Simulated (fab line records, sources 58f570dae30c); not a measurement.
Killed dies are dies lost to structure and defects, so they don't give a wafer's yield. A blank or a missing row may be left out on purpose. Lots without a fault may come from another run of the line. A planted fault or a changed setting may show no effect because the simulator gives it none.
Which tool did it? | flow berkeley_cmos170 | 14 lots, 42 wafers sampled, at 2 steps of a route of 331

WHAT THE GAUGES READ, wafer by wafer
UCB170_M1_CD_MEAS_09: target cd 700 nm. Usual: cd_nm 699.8 nm, standard deviation 1.7.
lot  | measured     | on        | cd_nm (nm)        | flag
L972 | day 7 14:44  | cd_sem-01 | 697.6 698.6 698.2 |
L973 | day 7 15:19  | cd_sem-01 | 700.8 701.1 700.1 |
L971 | day 7 16:15  | cd_sem-01 | 697.4 697.0 698.1 |
L977 | day 8 13:30  | cd_sem-02 | 699.9 699.7 701.1 |
L979 | day 8 15:52  | cd_sem-01 | 699.2 700.0 700.3 |
L976 | day 8 16:35  | cd_sem-01 | 700.3 700.6 701.2 |
L982 | day 9 11:38  | cd_sem-02 | 702.5 701.6 702.5 |
L981 | day 9 12:38  | cd_sem-02 | 700.9 700.4 701.7 |
L985 | day 10 09:28 | cd_sem-02 | 698.7 696.6 698.3 |
L983 | day 10 11:58 | cd_sem-02 | 697.8 698.4 699.2 |
L984 | day 10 12:09 | cd_sem-01 | 700.0 699.0 698.5 |
L992 | day 11 18:14 | cd_sem-01 | 684.6 695.9 695.9 | OFF
L993 | day 11 18:31 | cd_sem-02 | 688.9 685.0 693.2 | OFF
L994 | day 11 19:35 | cd_sem-01 | 697.6 698.6 698.4 |

WHICH TOOL RAN EACH LOT (tool, then ch and the chambers of the sampled wafers, then the start)
lot  | UCB170_M1_EXPOSE_06
L972 | krf_scanner-01 ch 0, day 7 13:53
L973 | krf_scanner-02 ch 0, day 7 14:22
L971 | krf_scanner-01 ch 0, day 7 15:08
L977 | krf_scanner-01 ch 0, day 8 13:07
L979 | krf_scanner-01 ch 0, day 8 15:08
L976 | krf_scanner-02 ch 0, day 8 15:29
L982 | krf_scanner-02 ch 0, day 9 10:52
L981 | krf_scanner-02 ch 0, day 9 12:14
L985 | krf_scanner-02 ch 0, day 10 08:19
L983 | krf_scanner-01 ch 0, day 10 11:07
L984 | krf_scanner-01 ch 0, day 10 11:31
L992 | krf_scanner-02 ch 0, day 11 17:31
L993 | krf_scanner-02 ch 0, day 11 17:59
L994 | krf_scanner-01 ch 0, day 11 19:12
- UCB170_M1_EXPOSE_06: exposes mask METAL1, target cd 700 nm.

WHAT THE TOOLS THEMSELVES READ (means of the sampled wafers that have a number; where no wafer has one, the mark that the record gives instead)
UCB170_M1_EXPOSE_06. Usual: exposure_dose_mJ_cm2 20.944, standard deviation 0.025; focus_offset_nm 0.0 nm, standard deviation 0.44.
lot  | tool           | exposure_dose_mJ_cm2 | focus_offset_nm (nm) | flag
L972 | krf_scanner-01 | 20.940               | 0.3                  |
L973 | krf_scanner-02 | 20.921               | 0.2                  |
L971 | krf_scanner-01 | 20.958               | -0.0                 |
L977 | krf_scanner-01 | 20.963               | -0.2                 |
L979 | krf_scanner-01 | 20.913               | 0.3                  |
L976 | krf_scanner-02 | 20.941               | 0.1                  |
L982 | krf_scanner-02 | 20.899               | 0.2                  |
L981 | krf_scanner-02 | 20.921               | 0.0                  |
L985 | krf_scanner-02 | 20.936               | -0.7                 |
L983 | krf_scanner-01 | 20.945               | 0.3                  |
L984 | krf_scanner-01 | 20.946               | 0.3                  |
L992 | krf_scanner-02 | 20.620               | -0.4                 | OFF
L993 | krf_scanner-02 | 20.607               | 0.0                  | OFF
L994 | krf_scanner-01 | 20.942               | -0.2                 |

THE ANSWER, worked out from the rows above alone
Rule: a lot is off if the mean of its wafers that have a number lies more than 3 standard deviations from the usual mean. A lot without any number at a reading at which 4 lots or more have one is off too. The other lots that the step has rows for count as sound. The gauges are gone through in route order, then the tools' own readings, and for those a lot's mean is taken as printed above. The first step at which some lot is off is used, and at that step the reading that is off furthest; a lot without a number counts as furthest.
Off: L992, L993, at UCB170_M1_CD_MEAS_09 (cd_nm).
A tool fits if, at a process step before that reading, it ran every lot that is off, and no sound lot after the first of them. The gauges at UCB170_M1_CD_MEAS_09 aren't tried: what is off there is off at UCB170_M1_EXPOSE_06 too, on other tools, and a gauge's error can't cause that. One fits: krf_scanner-02 at UCB170_M1_EXPOSE_06. Its last sound lot is L985 (day 10 08:19), its first lot that is off L992 (day 11 17:31): a fault that began between those two fits.
The tool's own readings at UCB170_M1_EXPOSE_06 bear it out: on the lots that are off they differ by more than 5 times the standard deviation of the sound lots' means. exposure_dose_mJ_cm2 reads 20.614 there against 20.935 on the sound lots.

WHAT THE SIMULATOR HAD PUT IN
Process parameter drift: krf_scanner-02, from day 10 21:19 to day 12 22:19, at UCB170_M1_EXPOSE_06. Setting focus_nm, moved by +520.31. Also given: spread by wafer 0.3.
Lots struck among those shown: L992, L993. The rule above found the same.
